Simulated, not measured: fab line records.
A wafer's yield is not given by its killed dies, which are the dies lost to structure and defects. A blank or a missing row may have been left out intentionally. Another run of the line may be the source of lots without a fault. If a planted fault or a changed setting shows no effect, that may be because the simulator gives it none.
Struck lot and sound lot, side by side -- flow berkeley-cmos170 -- 14 out of 331 route steps
Sound: wafers L378.2, L378.5, L378.6. Wafers struck: L387.3, L387.5, L387.6. At the end, the cause is stated.
For every step that has rows: the tool of each side, followed by ch and its chambers, followed by its first start. Under that, the readings that differ: sound wafers -- struck wafers -- difference of the means -- sigmas: that difference in standard deviations of wafers without a fault.
alike: a reading whose means differ by less than 2 such deviations, as well as words and numbers matching on both sides. not compared: withheld readings; readings where some wafer has no value; bounds like >300 that might hide an equal value; numbers whose values overlap and for which the record gives no deviation.
Wherever a step has rows on one side only, a row that says differs or no value, or a row with sigmas, the two part there. When numbers do not overlap yet have no deviation, they are printed without sigmas and do not part them. A reading that every wafer of one side lacks parts them only if that side has two wafers or more.

UCB170_M2_STRIP_19: strips in O2.
  sound on plasma-asher-03 ch 0,1, day 8 17:45; struck on plasma-asher-04 ch 0,1, day 10 16:17
  alike: chamber-pressure-mTorr, drypump-motor-current-A, oes-product-au
  not compared: rf-hours-counter-h
UCB170_M2_CD_MEAS_90: the cd target is 700 nm.
  sound on cd-sem-01, day 8 17:52; struck on cd-sem-02, day 10 16:23
  alike: cd-nm
UCB170_V2_CVD_00: deposits SiO2 from TEOS/O2, target thk 2000 nm, time 250 s.
  sound on pecvd-02 ch 0,1,2, day 8 17:58; struck on pecvd-02 ch 0,1,2, day 10 16:28
  alike: heater-power-w
UCB170_V2_THK_MEAS_01:
  sound on film-metro-04, day 8 18:08; struck on film-metro-01, day 10 16:38
  alike: V2_TEOS_THK
UCB170_V2_CMP_02: polishes SiO2.
  sound on cmp-01 ch 2,3, day 8 18:14; struck on cmp-01 ch 0,1, day 10 16:44
  alike: motor-current-A, platen-rpm, retaining-ring-pressure-frac
UCB170_V2_BOW_MEAS_03:
  sound on film-metro-01, day 8 18:30; struck on film-metro-04, day 10 17:05
  alike: V2_BOW
UCB170_V2_THK_MEAS_04:
  sound on film-metro-01, day 8 18:37; struck on film-metro-04, day 10 17:11
  alike: V2_POLISHED_THK
then, 5 steps without rows for these wafers: UCB170_V2_CLEAN_05 (cleans in DIW); UCB170_V2_HMDS_06 (prime time 60 s); UCB170_V2_COAT_07 (resist thk 900 nm); UCB170_V2_SOFTBAKE_08 (time 60 s); UCB170_V2_EXPOSE_09 (exposes mask VIA2, target cd 700 nm).
UCB170_V2_PEB_10:
  struck on litho-track-02, day 10 18:14; sound on litho-track-01 ch 0, day 8 19:37
  no value came back on the struck wafers for chill-plate-temp-C (C), exhaust-pa (Pa), resist-line-temp-C (C); on the sound wafers chill-plate-temp-C (C) reads 22.93 23.07 23.17
then, 1 step without rows for these wafers: UCB170_V2_DEVELOP_11 (develop time 45 s).

## WHERE THEY PART
At UCB170_V2_PEB_10 and nowhere else, as far as this record goes.

WHY: whatever the simulator had introduced
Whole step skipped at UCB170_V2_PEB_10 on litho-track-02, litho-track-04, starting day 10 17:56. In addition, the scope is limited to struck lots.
